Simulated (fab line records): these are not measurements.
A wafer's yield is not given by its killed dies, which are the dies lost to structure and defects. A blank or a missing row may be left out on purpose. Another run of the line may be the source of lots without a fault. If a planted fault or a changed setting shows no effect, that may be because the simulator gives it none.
fab line records	flow berkeley-cmos170	part 1 of 2: steps 1 to 26 of 38
record: lots: 5	wafers: 15	last-day: 11
route steps=331 shown ZERO@11 NWELL@14 PWELL@34
lots that met no fault: taken from a fault-free run of the same line
start-h: hours from the record's opening day to when the first of the lot's shown wafers began	wait-h: how many hours have passed since the lot's step before this one	" same as the row above	L1.1+2: a row that stands for several wafers	- value missing, or start not given	* or withheld: withheld	< > ~ a bound
route shown NAME@n: names a module that has steps shown in the file, with the first one's number in the route	usual: average and standard deviation across the fault-free wafers	same: alike in all rows	chamber/n: place in a boat	sites: per-site readings	_std_site: standard deviation of those values	_edge_site: mean of outer sites minus mean of inner sites	radius-mm: for every site, how far away it sits from the centre of the wafer	mask NAME#n: copy n	behind: tool/chamber where the wafer was last shaped	hold: what put the lot on hold/how long, in hours/how the hold closed	device: the n, p or np transistor that did not switch	end of line: tests run on the same wafers once the route is complete	step lacking rows: just its recipe	killed: the dies lost at the first sort to structure and to defects; this is not the yield of the wafer	map: dies across one wafer; x = killed, . = not, _ = none there
set.NAME: the setting as run; set.NAME@STEP: as run at that earlier step	model.NAME: the simulator's own value behind a step, which no gauge read
a table for each step, a row for each wafer; lots at some steps of the route
services: when a tool's chamber went out of use (start-h, in hours from the record's first day, below 0 if earlier), for how many hours, and the reason
== steps ==
step: UCB170_ZERO_DEVELOP_05
recipe: developer: TMAH	develop-time-s: 45	resist: KrF	dev-temp-c: 21
lot.wafer	tool	chamber	start-h	wait-h
L078.1+3+4	litho-track-04	0	-	-
L082.1+4+5	litho-track-02	0	-	-
L086.1+3+5	litho-track-01	0	-	-
L088.4+5+6	litho-track-04	0	-	-
L096.1+3+4	litho-track-02	0	-	-
step: UCB170_ZERO_ETCH_06
recipe: chemistry: CHF3/CF4/Ar	target: SiO2	time-s: 12	pressure-mtorr: 100	rf-w: 500	CHF3_flow_sccm: 50	cf4-flow-sccm: 10	Ar_flow_sccm: 120	over-etch-frac: 1.58
usual: drypump-motor-current-A: 5.8/0.6	oes-product-au: 0.620/0.0069	throttle-valve-pct: 9.28/0.09
lot.wafer	tool	chamber	start-h	wait-h	drypump-motor-current-A	oes-product-au	rf-hours-counter-h	throttle-valve-pct
L078.1	rie-diel-01	0	36.92	-	5.5	0.623	107	9.15
L078.3	"	1	"	"	5.1	0.618	84	9.34
L078.4	"	2	"	"	6.0	0.607	170	9.34
L082.1	rie-diel-01	3	58.31	-	5.1	0.623	32	9.32
L082.4	"	1	"	"	5.1	0.628	-	9.32
L082.5	"	0	"	"	5.5	0.612	-	9.15
L086.1	rie-diel-01	2	85.08	-	6.0	0.602	0	9.31
L086.3	"	1	"	"	5.1	0.621	86	9.33
L086.5	"	2	"	"	6.0	0.608	-	9.32
L088.4	rie-diel-01	3	90.71	-	5.1	0.616	33	9.32
L088.5	"	1	"	"	5.0	0.618	-	9.33
L088.6	"	0	"	"	5.5	0.621	-	9.14
L096.1	rie-diel-01	0	130.23	-	5.5	0.620	111	9.13
L096.3	"	1	"	"	5.0	0.617	89	9.34
L096.4	"	2	"	"	6.0	0.608	2	9.32
step: UCB170_ZERO_STRIP_07
recipe: chemistry: O2	power-w: 400	pressure-mtorr: 3500	platen-temp-c: withheld	o2-flow-sccm: 400	overash-fraction: 0.5
usual: drypump-motor-current-A: 5.5/0.52	oes-product-au: 0.727/0.0043	strip-time-to-endpoint-s: 21.48/0.059
lot.wafer	tool	chamber	start-h	wait-h	drypump-motor-current-A	oes-product-au	rf-hours-counter-h	strip-time-to-endpoint-s
L078.1	plasma-asher-04	1	36.94	0.0	5.9	0.731	32	21.42
L078.3	"	1	"	"	5.9	0.724	-	21.43
L078.4	"	0	"	"	4.8	0.726	-	21.48
L082.1	plasma-asher-03	0	58.33	0.0	4.9	0.724	24	21.58
L082.4	"	1	"	"	5.6	0.727	-	21.58
L082.5	"	1	"	"	5.6	0.729	-	21.58
L086.1	plasma-asher-03	1	85.10	0.0	5.6	0.723	27	21.42
L086.3	"	1	"	"	5.7	0.725	-	21.46
L086.5	"	0	"	"	4.9	0.728	-	21.39
L088.4	plasma-asher-03	0	90.77	0.0	4.9	0.725	-	21.48
L088.5	"	0	"	"	4.9	0.721	-	21.49
L088.6	"	1	"	"	5.7	0.722	-	21.51
L096.1	plasma-asher-04	0	130.26	0.0	4.8	0.722	44	21.58
L096.3	"	1	"	"	5.9	0.727	-	21.52
L096.4	"	0	"	"	4.8	0.728	-	21.48
step: UCB170_NWELL_WET_ETCH_00
recipe: chemistry: dHF	dilution: 25:1	target: SiO2	temp-c: 25	time-s: 200
usual: temp-c: 24.99/0.1
lot.wafer	tool	chamber	start-h	wait-h	temp-c
L078.1	wet-bench-04	2	37.04	0.1	24.98
L078.3	"	2	"	"	24.94
L078.4	"	2	"	"	25.20
L082.1	wet-bench-04	0	58.43	0.1	24.83
L082.4	"	0	"	"	25.03
L082.5	"	0	"	"	25.07
L086.1	wet-bench-03	3	85.20	0.1	24.98
L086.3	"	3	"	"	25.01
L086.5	"	3	"	"	25.05
L088.4	wet-bench-04	1	91.30	0.5	24.92
L088.5	"	1	"	"	24.99
L088.6	"	1	"	"	24.89
L096.1	wet-bench-04	3	130.36	0.1	24.92
L096.3	"	3	"	"	24.99
L096.4	"	3	"	"	24.89
step: UCB170_NWELL_OXIDATION_01
recipe: temp-c: 1000	ambient: O2	target-thk-a: 264	ox-time-s: 1260
usual: spike-tc-load-C: 1027/3	zone-power-load-pct: 33/3.6
same: ox-time-s: 1260
lot.wafer	tool	chamber	start-h	wait-h	spike-tc-load-C	zone-power-load-pct
L078.1	furnace-03	0	39.23	2.1	1030	28
L078.3	"	0	"	"	1033	27
L078.4	"	0	"	"	1033	28
L082.1	furnace-04	0	63.93	5.4	1028	31
L082.4	"	0	"	"	1029	32
L082.5	"	0	"	"	1027	31
L086.1	furnace-04	0	90.75	5.5	1028	31
L086.3	"	0	"	"	1028	32
L086.5	"	0	"	"	1029	31
L088.4	furnace-03	0	94.94	3.6	1032	27
L088.5	"	0	"	"	1031	27
L088.6	"	0	"	"	1028	27
L096.1	furnace-04	0	132.85	2.4	1029	31
L096.3	"	0	"	"	1029	31
L096.4	"	0	"	"	1025	32
step: UCB170_NWELL_THK_MEAS_02
recipe: reads: SiO2_of_NWELL_OXIDATION_01
usual: NWELL_OXIDE_THK: 26.3/0.52
lot.wafer	tool	chamber	start-h	wait-h	NWELL_OXIDE_THK[nm]
L078.1	film-metro-01	-	40.58	0.0	27.3
L078.3	"	-	"	"	27.2
L078.4	"	-	"	"	27.2
L082.1	film-metro-03	-	65.28	0.0	25.9
L082.4	"	-	"	"	25.8
L082.5	"	-	"	"	26.2
L086.1	film-metro-01	-	92.10	0.0	26.6
L086.3	"	-	"	"	26.3
L086.5	"	-	"	"	26.7
L088.4	film-metro-03	-	96.32	0.0	26.5
L088.5	"	-	"	"	27.0
L088.6	"	-	"	"	26.6
L096.1	film-metro-03	-	134.20	0.0	27.3
L096.3	"	-	"	"	26.6
L096.4	"	-	"	"	27.0
step: UCB170_NWELL_ANNEAL_03
recipe: temp-c: 1000	time-s: 900	ambient: N2
usual: spike-tc-load-C: 1027.6/2.8	zone-power-load-pct: 32/3.3
lot.wafer	tool	chamber	start-h	wait-h	spike-tc-load-C	zone-power-load-pct
L078.1	furnace-03	0	44.58	4.0	1029.9	27
L078.3	"	0	"	"	1031.6	28
L078.4	"	0	"	"	1029.7	28
L082.1	furnace-02	0	68.02	2.7	1024.4	37
L082.4	"	0	"	"	1022.5	37
L082.5	"	0	"	"	1022.7	38
L086.1	furnace-02	0	95.81	3.7	1023.2	38
L086.3	"	0	"	"	1024.8	37
L086.5	"	0	"	"	1023.7	36
L088.4	furnace-02	0	98.31	2.0	1023.4	37
L088.5	"	0	"	"	1023.9	36
L088.6	"	0	"	"	1021.5	37
L096.1	furnace-03	0	135.69	1.5	1032.2	27
L096.3	"	0	"	"	1034.0	27
L096.4	"	0	"	"	1032.3	28
step: UCB170_NWELL_CVD_04
recipe: material: Si3N4	target-thk-nm: 224	temp-c: 800	precursor: SiH2Cl2/NH3	time-s: 3360	pressure-mtorr: 200	sih2cl2-flow-sccm: 24.02	nh3-flow-sccm: 75
usual: spike-tc-load-C: 821/3.1	zone-power-load-pct: 20.9/1.1
lot.wafer	tool	chamber	start-h	wait-h	spike-tc-load-C	zone-power-load-pct
L078.1	lpcvd-02	0	46.50	0.7	818	21.8
L078.3	"	0	"	"	820	22.3
L078.4	"	0	"	"	819	22.4
L082.1	lpcvd-02	1	69.27	0.0	818	20.2
L082.4	"	1	"	"	819	20.6
L082.5	"	1	"	"	818	19.9
L086.1	lpcvd-02	1	97.06	0.0	818	20.8
L086.3	"	1	"	"	819	20.3
L086.5	"	1	"	"	818	20.7
L088.4	lpcvd-01	1	99.56	0.0	821	19.6
L088.5	"	1	"	"	820	19.6
L088.6	"	1	"	"	822	19.9
L096.1	lpcvd-02	0	138.62	1.7	820	22.1
L096.3	"	0	"	"	819	22.4
L096.4	"	0	"	"	818	22.2
step: UCB170_NWELL_THK_MEAS_05
recipe: reads: Si3N4_of_NWELL_CVD_04
usual: NWELL_NITRIDE_THK: 220.7/2.1
lot.wafer	tool	chamber	start-h	wait-h	NWELL_NITRIDE_THK[nm]
L078.1	film-metro-03	-	48.43	0.0	221.0
L078.3	"	-	"	"	221.3
L078.4	"	-	"	"	223.5
L082.1	film-metro-03	-	71.21	0.0	222.5
L082.4	"	-	"	"	222.0
L082.5	"	-	"	"	224.4
L086.1	film-metro-01	-	98.99	0.0	218.0
L086.3	"	-	"	"	219.0
L086.5	"	-	"	"	218.5
L088.4	film-metro-02	-	101.52	0.0	221.1
L088.5	"	-	"	"	220.5
L088.6	"	-	"	"	222.1
L096.1	film-metro-03	-	140.55	0.0	217.7
L096.3	"	-	"	"	216.6
L096.4	"	-	"	"	219.1
step: UCB170_NWELL_HMDS_06
recipe: prime-time-s: 60	prime-temp-c: 100
lot.wafer	tool	chamber	start-h	wait-h
L078.1+3+4	litho-track-01	0	48.49	0.1
L082.1+4+5	litho-track-04	0	71.66	0.4
L086.1+3+5	litho-track-04	0	99.94	0.9
L088.4+5+6	litho-track-01	0	101.62	0.1
L096.1+3+4	litho-track-01	0	140.61	0.1
step: UCB170_NWELL_COAT_07
recipe: resist: KrF	spin-rpm: 1500	resist-thk-nm: 900
lot.wafer	tool	chamber	start-h	wait-h
L078.1+3+4	litho-track-01	0	48.64	0.1
L082.1+4+5	litho-track-04	0	71.81	0.1
L086.1+3+5	litho-track-04	0	100.09	0.1
L088.4+5+6	litho-track-01	0	101.77	0.1
L096.1+3+4	litho-track-01	0	140.76	0.1
step: UCB170_NWELL_SOFTBAKE_08
recipe: resist: KrF	temp-c: 130	time-s: 60
lot.wafer	tool	chamber	start-h	wait-h
L078.1+3+4	litho-track-01	0	48.79	0.1
L082.1+4+5	litho-track-04	0	71.96	0.1
L086.1+3+5	litho-track-04	0	100.24	0.1
L088.4+5+6	litho-track-01	0	101.92	0.1
L096.1+3+4	litho-track-01	0	140.91	0.1
step: UCB170_NWELL_EXPOSE_09
recipe: mask-id: NWELL	target-cd-nm: 3000	na: 0.5	sigma-outer: 0.6	source-shape: conventional	dose-mj: 25
usual: exposure-dose-mJ-cm2: 25.001/0.027
lot.wafer	tool	chamber	start-h	wait-h	mask	exposure-dose-mJ-cm2
L078.1	krf-scanner-01	0	49.12	0.3	NWELL#0	24.969
L078.3	"	0	"	"	NWELL#0	24.980
L078.4	"	0	"	"	NWELL#0	24.968
L082.1	krf-scanner-01	0	72.11	0.1	NWELL#0	25.020
L082.4	"	0	"	"	NWELL#0	25.038
L082.5	"	0	"	"	NWELL#0	24.986
L086.1	krf-scanner-02	0	100.39	0.1	NWELL#0	24.968
L086.3	"	0	"	"	NWELL#0	25.005
L086.5	"	0	"	"	NWELL#0	25.014
L088.4	krf-scanner-02	0	102.14	0.2	NWELL#0	25.005
L088.5	"	0	"	"	NWELL#0	24.975
L088.6	"	0	"	"	NWELL#0	24.994
L096.1	krf-scanner-02	0	141.18	0.2	NWELL#0	25.021
L096.3	"	0	"	"	NWELL#0	25.043
L096.4	"	0	"	"	NWELL#0	24.990
step: UCB170_NWELL_PEB_10
recipe: peb-temp-c: 130	peb-time-s: withheld	resist: KrF
lot.wafer	tool	chamber	start-h	wait-h
L078.1+3+4	litho-track-01	0	49.26	0.1
L082.1+4+5	litho-track-03	0	72.31	0.2
L086.1+3+5	litho-track-01	0	101.00	0.6
L088.4+5+6	litho-track-01	0	102.27	0.1
L096.1+3+4	litho-track-04	0	141.30	0.1
step: UCB170_NWELL_DEVELOP_11
recipe: developer: TMAH	develop-time-s: 45	resist: KrF	dev-temp-c: 21
lot.wafer	tool	chamber	start-h	wait-h
L078.1+3+4	litho-track-01	0	-	-
L082.1+4+5	litho-track-03	0	-	-
L086.1+3+5	litho-track-01	0	-	-
L088.4+5+6	litho-track-01	0	-	-
L096.1+3+4	litho-track-04	0	-	-
step: UCB170_NWELL_OVL_MEAS_12
usual: NWELL_OVL: 0/5.2
lot.wafer	tool	chamber	start-h	wait-h	NWELL_OVL[nm]
L078.1	overlay-01	-	49.54	-	-3
L078.3	"	-	"	"	1
L078.4	"	-	"	"	7
L082.1	overlay-02	-	72.59	-	-6
L082.4	"	-	"	"	7
L082.5	"	-	"	"	4
L086.1	overlay-01	-	101.28	-	-5
L086.3	"	-	"	"	7
L086.5	"	-	"	"	2
L088.4	overlay-02	-	102.49	-	-4
L088.5	"	-	"	"	1
L088.6	"	-	"	"	6
L096.1	overlay-01	-	141.58	-	2
L096.3	"	-	"	"	-1
L096.4	"	-	"	"	6
step: UCB170_NWELL_ETCH_13
recipe: chemistry: CH3F/Ar/O2	target: Si3N4	stop-on: SiO2	CH3F_flow_sccm: 20	Ar_flow_sccm: 50	O2_flow_sccm: 7	pressure-mtorr: 50	rf-w: 450	target-depth-a: 2464	over-etch-frac: 0.1	time-s: 154
usual: drypump-motor-current-A: 5.6/0.41	oes-product-au: 0.934/0.0098	throttle-valve-pct: 8.05/0.087
lot.wafer	tool	chamber	start-h	wait-h	drypump-motor-current-A	oes-product-au	rf-hours-counter-h	throttle-valve-pct
L078.1	rie-diel-03	2	49.57	0.0	5.8	0.935	134	8.00
L078.3	"	3	"	"	5.5	0.936	11	8.06
L078.4	"	0	"	"	5.7	0.944	86	7.97
L082.1	rie-diel-01	1	72.62	0.0	5.0	0.936	86	8.18
L082.4	"	0	"	"	5.5	0.937	-	7.94
L082.5	"	1	"	"	5.1	0.940	-	8.17
L086.1	rie-diel-02	1	101.31	0.0	5.8	0.924	31	7.85
L086.3	"	2	"	"	6.5	0.929	15	8.08
L086.5	"	1	"	"	5.8	0.930	-	7.87
L088.4	rie-diel-01	3	102.51	0.0	5.1	0.943	34	8.11
L088.5	"	1	"	"	5.1	0.928	-	8.18
L088.6	"	2	"	"	6.0	0.923	-	8.10
L096.1	rie-diel-03	0	141.61	0.0	5.8	0.925	91	7.97
L096.3	"	2	"	"	5.8	0.928	138	7.99
L096.4	"	1	"	"	5.3	0.943	20	8.04
step: UCB170_NWELL_IMPLANT_14
recipe: species: P	dose-cm2: 9.769e+12	energy-kev: 150	tilt-deg: 7
usual: beam-on-s: 10.01/0.19
lot.wafer	tool	chamber	start-h	wait-h	beam-on-s
L078.1	implanter-03	0	49.68	0.1	10.26
L078.3	"	0	"	"	10.22
L078.4	"	0	"	"	9.86
L082.1	implanter-03	0	72.73	0.1	10.19
L082.4	"	0	"	"	10.07
L082.5	"	0	"	"	9.67
L086.1	implanter-03	0	101.42	0.1	9.83
L086.3	"	0	"	"	9.86
L086.5	"	0	"	"	9.70
L088.4	implanter-04	0	102.68	0.1	10.45
L088.5	"	0	"	"	9.80
L088.6	"	0	"	"	9.92
L096.1	implanter-02	0	141.71	0.1	10.03
L096.3	"	0	"	"	10.02
L096.4	"	0	"	"	10.07
step: UCB170_NWELL_STRIP_15
recipe: chemistry: O2	power-w: 400	pressure-mtorr: 3500	platen-temp-c: withheld	o2-flow-sccm: 400	overash-fraction: 0.5
usual: drypump-motor-current-A: 5.6/0.42	oes-product-au: 0.721/0.0049	strip-time-to-endpoint-s: 18.01/0.12
lot.wafer	tool	chamber	start-h	wait-h	drypump-motor-current-A	oes-product-au	rf-hours-counter-h	strip-time-to-endpoint-s
L078.1	plasma-asher-03	1	49.83	0.1	5.6	0.726	23	18.27
L078.3	"	0	"	"	4.9	0.716	-	18.12
L078.4	"	1	"	"	5.6	0.723	-	18.20
L082.1	plasma-asher-02	1	72.88	0.1	5.6	0.725	33	17.96
L082.4	"	0	"	"	5.7	0.724	-	18.08
L082.5	"	1	"	"	5.6	0.716	-	18.01
L086.1	plasma-asher-03	0	101.57	0.1	4.9	0.713	29	17.80
L086.3	"	0	"	"	4.9	0.722	-	17.88
L086.5	"	0	"	"	4.9	0.722	-	17.77
L088.4	plasma-asher-03	0	102.79	0.1	4.9	0.716	-	17.91
L088.5	"	1	"	"	5.7	0.714	-	17.83
L088.6	"	0	"	"	4.9	0.723	-	17.82
L096.1	plasma-asher-03	1	141.86	0.1	5.7	0.725	33	18.11
L096.3	"	1	"	"	5.6	0.713	-	18.11
L096.4	"	0	"	"	4.9	0.716	-	18.12
step: UCB170_NWELL_TW_MEAS_16
usual: NWELL_TW: 1245/5.7
lot.wafer	tool	chamber	start-h	wait-h	NWELL_TW
L078.1	film-metro-01	-	49.93	0.1	1244
L078.3	"	-	"	"	1249
L078.4	"	-	"	"	1240
L082.1	film-metro-03	-	72.98	0.1	1242
L082.4	"	-	"	"	1253
L082.5	"	-	"	"	1240
L086.1	film-metro-03	-	101.67	0.1	1247
L086.3	"	-	"	"	1255
L086.5	"	-	"	"	1254
L088.4	film-metro-01	-	102.89	0.1	1233
L088.5	"	-	"	"	1239
L088.6	"	-	"	"	1241
L096.1	film-metro-01	-	141.96	0.1	1240
L096.3	"	-	"	"	1238
L096.4	"	-	"	"	1239
step: UCB170_NWELL_CLEAN_17
recipe: chemistry: SPM	temp-c: 120	time-s: 600
usual: temp-c: 120.00/0.12
lot.wafer	tool	chamber	start-h	wait-h	temp-c
L078.1	wet-bench-01	1	50.10	0.2	119.84
L078.3	"	1	"	"	120.06
L078.4	"	1	"	"	119.94
L082.1	wet-bench-03	0	73.04	0.1	120.20
L082.4	"	0	"	"	120.07
L082.5	"	0	"	"	120.10
L086.1	wet-bench-01	2	102.10	0.4	119.85
L086.3	"	2	"	"	120.00
L086.5	"	2	"	"	119.81
L088.4	wet-bench-04	0	105.38	2.5	120.08
L088.5	"	0	"	"	120.07
L088.6	"	0	"	"	120.10
L096.1	wet-bench-03	0	142.37	0.4	120.08
L096.3	"	0	"	"	120.02
L096.4	"	0	"	"	120.05
step: UCB170_NWELL_WET_ETCH_18
recipe: chemistry: H3PO4	target: Si3N4	temp-c: 160	time-s: 14400
usual: temp-c: 160.01/0.14
lot.wafer	tool	chamber	start-h	wait-h	temp-c
L078.1	wet-bench-04	2	50.52	0.2	160.06
L078.3	"	2	"	"	160.14
L078.4	"	2	"	"	160.29
L082.1	wet-bench-01	2	73.21	0.0	159.81
L082.4	"	2	"	"	159.87
L082.5	"	2	"	"	159.62
L086.1	wet-bench-01	3	102.32	0.0	160.19
L086.3	"	3	"	"	159.84
L086.5	"	3	"	"	159.77
L088.4	wet-bench-04	0	106.02	0.5	159.90
L088.5	"	0	"	"	160.17
L088.6	"	0	"	"	159.96
L096.1	wet-bench-04	1	142.61	0.1	160.09
L096.3	"	1	"	"	159.93
L096.4	"	1	"	"	159.80
step: UCB170_NWELL_WET_ETCH_19
recipe: chemistry: BOE	dilution: 5:1	target: SiO2	temp-c: 25	time-s: 22
usual: temp-c: 25.04/0.098
lot.wafer	tool	chamber	start-h	wait-h	temp-c
L078.1	wet-bench-04	2	55.07	0.2	24.89
L078.3	"	2	"	"	25.06
L078.4	"	2	"	"	25.03
L082.1	wet-bench-04	1	77.22	0.0	25.15
L082.4	"	1	"	"	25.00
L082.5	"	1	"	"	25.14
L086.1	wet-bench-03	1	109.86	2.8	25.22
L086.3	"	1	"	"	24.94
L086.5	"	1	"	"	25.08
L088.4	wet-bench-04	2	110.21	0.2	25.02
L088.5	"	2	"	"	25.12
L088.6	"	2	"	"	25.01
L096.1	wet-bench-04	2	146.61	0.0	25.20
L096.3	"	2	"	"	25.20
L096.4	"	2	"	"	25.02
step: UCB170_PWELL_CLEAN_00
recipe: chemistry: SPM	temp-c: 120	time-s: 600
usual: temp-c: 119.99/0.13
lot.wafer	tool	chamber	start-h	wait-h	temp-c
L078.1	wet-bench-04	0	55.08	0.0	119.82
L078.3	"	0	"	"	119.95
L078.4	"	0	"	"	120.07
L082.1	wet-bench-01	3	77.23	0.0	120.06
L082.4	"	3	"	"	120.05
L082.5	"	3	"	"	119.92
L086.1	wet-bench-03	2	110.20	0.3	119.94
L086.3	"	2	"	"	119.96
L086.5	"	2	"	"	119.81
L088.4	wet-bench-03	2	110.61	0.4	119.99
L088.5	"	2	"	"	119.97
L088.6	"	2	"	"	119.82
L096.1	wet-bench-04	3	146.63	0.0	119.93
L096.3	"	3	"	"	120.04
L096.4	"	3	"	"	120.01
step: UCB170_PWELL_CLEAN_01
recipe: chemistry: dHF	dilution: 25:1	time-s: 60
lot.wafer	tool	chamber	start-h	wait-h
L078.1+3+4	wet-bench-04	1	55.26	0.0
L082.1+4+5	wet-bench-04	0	77.58	0.0
L086.1+3+5	wet-bench-01	3	111.85	1.2
L088.4+5+6	wet-bench-01	1	111.85	0.8
L096.1+3+4	wet-bench-03	0	146.82	0.0
step: UCB170_PWELL_OXIDATION_02
recipe: temp-c: 1000	ambient: O2	target-thk-a: 264	ox-time-s: 1260
usual: spike-tc-load-C: 1028.6/2	zone-power-load-pct: 31.2/2.5
same: ox-time-s: 1260
lot.wafer	tool	chamber	start-h	wait-h	spike-tc-load-C	zone-power-load-pct
L078.1	furnace-01	0	55.96	0.7	1027.6	33.3
L078.3	"	0	"	"	1029.5	34.0
L078.4	"	0	"	"	1025.8	33.1
L082.1	furnace-03	0	79.84	2.2	1032.8	27.7
L082.4	"	0	"	"	1031.6	28.1
L082.5	"	0	"	"	1030.6	27.4
L086.1	furnace-04	0	112.48	0.6	1027.4	31.9
L086.3	"	0	"	"	1026.7	31.9
L086.5	"	0	"	"	1028.8	31.5
L088.4	furnace-04	0	112.48	0.6	1027.4	31.2
L088.5	"	0	"	"	1026.7	31.8
L088.6	"	0	"	"	1027.5	32.1
L096.1	furnace-04	0	149.32	2.5	1027.6	31.9
L096.3	"	0	"	"	1029.7	31.2
L096.4	"	0	"	"	1029.1	31.8
